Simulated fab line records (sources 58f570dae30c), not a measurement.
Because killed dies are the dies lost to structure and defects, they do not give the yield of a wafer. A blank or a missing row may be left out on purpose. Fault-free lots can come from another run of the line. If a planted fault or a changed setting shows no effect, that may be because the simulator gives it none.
2 desks looking at one fault    flow berkeley cmos170    every desk sees just its own numbers, and what lay behind them comes last

## THE METROLOGY DESK
Lot by lot, what the gauges showed, no matter which tool ran the lot: averages of those sampled wafers that carry a number. Any lot whose mean is over 4 standard deviations away from the usual mean is out of limits and marked OUT; that distance is given in the brackets.
Columns: A = NSD_RS at UCB170_SDANNEAL_RS_MEAS_03, usual 37.33 ohm/sq
lot   first seen here  A
L832  day 7 09:05      37.29
L833  day 7 09:18      37.41
L834  day 7 15:34      37.40
L838  day 7 22:15      37.32
L835  day 7 23:24      37.27
L839  day 8 06:22      37.21
L840  day 8 06:22      37.44
L842  day 8 23:10      37.31
L843  day 8 23:10      37.30
L844  day 9 14:13      37.40
L845  day 9 14:41      37.37
L848  day 9 22:43      37.33
L853  day 11 00:25     37.32
L852  day 11 00:53     37.34
Result from this desk: across the 14 lots, nothing is out of limits.

## AT THE TOOL OWNER'S DESK: rie si-01
The tool's own readings at UCB170_GATE_ETCH_15 (etches poly-Si in HBr/Cl2, stops on SiO2, time 56.3 s, target depth 278.2 nm): means of the sampled wafers that have a number, for each lot that ran on this tool. Any lot whose mean is over 4 standard deviations away from the usual mean is out of limits and marked OUT; that distance is given in the brackets.
Columns: A = bias w at UCB170_GATE_ETCH_15, usual 150.0 W; B = drypump motor current A at UCB170_GATE_ETCH_15, usual 5.5 A; C = oes product au at UCB170_GATE_ETCH_15, usual 0.836 a.u.; D = throttle valve pct at UCB170_GATE_ETCH_15, usual 26.32 %
lot   first seen here  A                B    C      D
L834  day 6 21:35      150.1            5.4  0.834  26.41
L838  day 7 09:11      150.2            5.6  0.843  26.44
L835  day 7 09:32      149.3            5.6  0.831  26.40
L839  day 7 17:19      150.1            5.3  0.818  26.31
L843  day 8 05:36      160.8 (+23) OUT  5.1  0.827  26.35
L845  day 8 22:01      161.4 (+24) OUT  5.5  0.835  26.41
L844  day 8 22:32      161.0 (+23) OUT  5.5  0.834  26.42
This desk finds L843, L844, L845 out of limits, L843 being first, at day 8 05:36 (bias w at UCB170_GATE_ETCH_15). Within limits: L834, L838, L835, L839.

## TAKEN TOGETHER
The tool owner's desk had the chance to raise an alarm at day 8 05:36 on L843, L844, L845.
At the metrology desk, nothing out of limits was observed.
The metrology desk has L843, L844, L845 on record, within its limits.
The lots listed all ran UCB170_GATE_ETCH_15 on rie si-01.

## WHAT WAS PUT IN BY THE SIMULATOR
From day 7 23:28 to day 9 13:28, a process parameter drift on rie si-01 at UCB170_GATE_ETCH_15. A move of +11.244 in setting bias w, from 150.
Lots struck among those shown: L843, L844, L845.
Delay in hours, fault start to first out-of-limits reading, by desk: the tool owner's desk at 6.
